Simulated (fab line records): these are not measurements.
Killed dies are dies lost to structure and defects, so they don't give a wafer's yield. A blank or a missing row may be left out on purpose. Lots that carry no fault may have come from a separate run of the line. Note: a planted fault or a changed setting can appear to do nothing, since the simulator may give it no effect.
Matching of chambers ; flow berkeleyCmos170 ; 3 sister chambers for UCB170_V1_CVD_00 on pecvd-01
The step deposits SiO2 from TEOS/O2, target thk 2000 nm, time 250 s. 3 wafers are shown with their chamber, then 8 later ones without.

== WAFERS WITH THEIR CHAMBER ==
wafer;chamber;heaterPowerW (W)
L423.6;1;188
L421.1;2;286
L430.2;0;332

== WAFERS MISSING THEIR CHAMBER ==
wafer;heaterPowerW (W)
L430.3;330
L430.6;188
L432.1;352
L432.4;313
L432.5;266
L431.1;256
L431.2;350
L431.6;186

== WHICH CHAMBER EACH ONE RAN IN ==
wafer;from the rows above;in truth
L430.3;0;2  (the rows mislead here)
L430.6;1;1
L432.1;0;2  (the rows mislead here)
L432.4;can't be placed: 0 or 2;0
L432.5;2;2
L431.1;2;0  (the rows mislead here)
L431.2;0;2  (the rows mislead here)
L431.6;1;1
Correct placement for 3 of the 8. These rows do not allow placing 1 (true chamber among the candidates in 1). 4 placed wrongly.
How it was worked out, from the rows above alone: a wafer's distance from a chamber is the root of the sum, over the readings, of the square of ((its reading less the chamber's mean) divided by the reading's scatter). The wafer belongs to the nearest chamber; if the next one is less than 2 further off, it can't be placed. For every chamber, the mean is computed from those of its wafers that are shown. The scatter: root of mean squared gap, hidden wafer to nearest shown wafer, with one shown wafer a chamber.
